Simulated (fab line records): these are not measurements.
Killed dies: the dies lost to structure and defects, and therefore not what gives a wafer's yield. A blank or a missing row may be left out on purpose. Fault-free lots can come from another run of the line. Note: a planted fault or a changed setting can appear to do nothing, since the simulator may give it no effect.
Which tool was responsible?	flow rit cmos	39 wafers from 13 lots sampled at 4 of the route's 202 steps

WHAT THE GAUGES READ, wafer by wafer
RIT_ACTIVE_BOW_MEAS_00.
lot	measured	on	INCOMING_BOW (um)
L319	day 1 10:02	film metro-04	-10 -4 -1
L320	day 1 15:04	film metro-04	8 3 3
L321	day 1 20:00	film metro-04	-17 -2 -4
L322	day 2 01:02	film metro-02	3 -2 -6
L323	day 2 06:00	film metro-01	7 -1 -8
L328	day 3 07:00	film metro-02	-5 -3 0
L329	day 3 12:01	film metro-01	7 -5 -5
L332	day 4 03:01	film metro-04	5 3 5
L333	day 4 08:02	film metro-01	-1 -4 6
L334	day 4 13:01	film metro-01	3 2 5
L335	day 4 18:02	film metro-01	-11 2 7
L338	day 5 09:00	film metro-01	4 -4 -7
L342	day 6 05:00	film metro-02	-6 -8 2

RIT_NSD_TW_MEAS_10.
lot	measured	on	NSD_TW
L319	day 2 22:41	film metro-04	3156 3140 3153
L320	day 3 05:08	film metro-02	3144 3149 3170
L321	day 3 10:02	film metro-01	3099 3106 3100
L322	day 3 15:35	film metro-01	3089 3097 3088
L323	day 3 19:50	film metro-01	3093 3093 3113
L328	day 4 20:15	film metro-02	3120 3111 3112
L329	day 5 01:08	film metro-04	3137 3129 3123
L332	day 5 16:29	film metro-01	3120 3098 3107
L333	day 5 21:58	film metro-01	3095 3100 3110
L334	day 6 02:54	film metro-02	3133 3137 3168
L335	day 6 07:32	film metro-04	3140 3157 3132
L338	day 6 23:14	film metro-04	3150 3128 3167
L342	day 7 17:38	film metro-01	3114 3119 3107

RIT_SDANNEAL_RS_MEAS_07: measurement is done with a four-point probe.
lot	measured	on	NLDD_RS (ohm/sq)
L319	day 3 01:14	film metro-04	152.6 152.3 152.5
L320	day 3 07:25	film metro-04	152.8 152.4 152.9
L321	day 3 12:19	film metro-02	152.0 152.0 152.4
L322	day 3 18:12	film metro-04	152.0 151.6 151.8
L323	day 3 22:07	film metro-01	150.4 150.3 150.7
L328	day 4 22:42	film metro-01	150.0 149.5 149.8
L329	day 5 03:24	film metro-04	149.1 149.3 149.1
L332	day 5 18:46	film metro-02	151.7 152.3 152.4
L333	day 6 00:22	film metro-02	151.1 151.6 151.2
L334	day 6 05:14	film metro-01	151.9 152.2 151.6
L335	day 6 09:57	film metro-02	151.8 151.8 151.9
L338	day 7 01:31	film metro-02	151.8 151.6 151.4
L342	day 7 19:55	film metro-02	152.1 151.4 152.0

WHICH TOOL RAN EACH LOT (tool, then ch and the chambers of the sampled wafers, then the start)
lot	RIT_NLDD_IMPLANT_08
L319	implanter-03 ch 0, day 2 17:04
L320	implanter-04 ch 0, day 2 23:31
L321	implanter-03 ch 0, day 3 04:01
L322	implanter-04 ch 0, day 3 09:32
L323	implanter-03 ch 0, day 3 14:06
L328	implanter-02 ch 0, day 4 14:27
L329	implanter-02 ch 0, day 4 19:29
L332	implanter-03 ch 0, day 5 10:51
L333	implanter-04 ch 0, day 5 16:20
L334	implanter-03 ch 0, day 5 21:08
L335	implanter-03 ch 0, day 6 01:43
L338	implanter-04 ch 0, day 6 16:37
L342	implanter-03 ch 0, day 7 11:49
- RIT_NLDD_IMPLANT_08

AS READ BY THE TOOLS THEMSELVES (means over the sampled wafers that have a number; for cases with no such wafer, the mark the record gives instead)
RIT_NLDD_IMPLANT_08.
lot	tool	dose ions cm2
L319	implanter-03	5e+14
L320	implanter-04	5e+14
L321	implanter-03	5e+14
L322	implanter-04	5e+14
L323	implanter-03	5e+14
L328	implanter-02	5e+14
L329	implanter-02	5e+14
L332	implanter-03	5e+14
L333	implanter-04	5e+14
L334	implanter-03	5e+14
L335	implanter-03	5e+14
L338	implanter-04	5e+14
L342	implanter-03	5e+14

THE ANSWER, worked out from the rows above alone
Rule: the usual values come from the lots themselves. Put in order of their means at a reading, lots are off if they are a third of the lots or fewer, leave a main group of 4 or more, and stand apart from it by a gap of 3 or more times the standard deviation of the main group's means; of several such gaps the widest counts. A main group is skipped when, at the precision printed for the reading in the tables above, its means are all equal. A lot without any number at a reading at which 4 lots or more have one is off too. Any other lot the step has rows for is counted as sound. After the gauges, taken in route order, come the tools' own readings; for these a lot's mean is taken, as printed above. At the first step where some lot is off, the reading lying furthest off is the one used; lots without a number count as furthest.
Across all readings shown, no lot is off: no conclusion can be drawn from this.

WHAT WAS PUT IN BY THE SIMULATOR
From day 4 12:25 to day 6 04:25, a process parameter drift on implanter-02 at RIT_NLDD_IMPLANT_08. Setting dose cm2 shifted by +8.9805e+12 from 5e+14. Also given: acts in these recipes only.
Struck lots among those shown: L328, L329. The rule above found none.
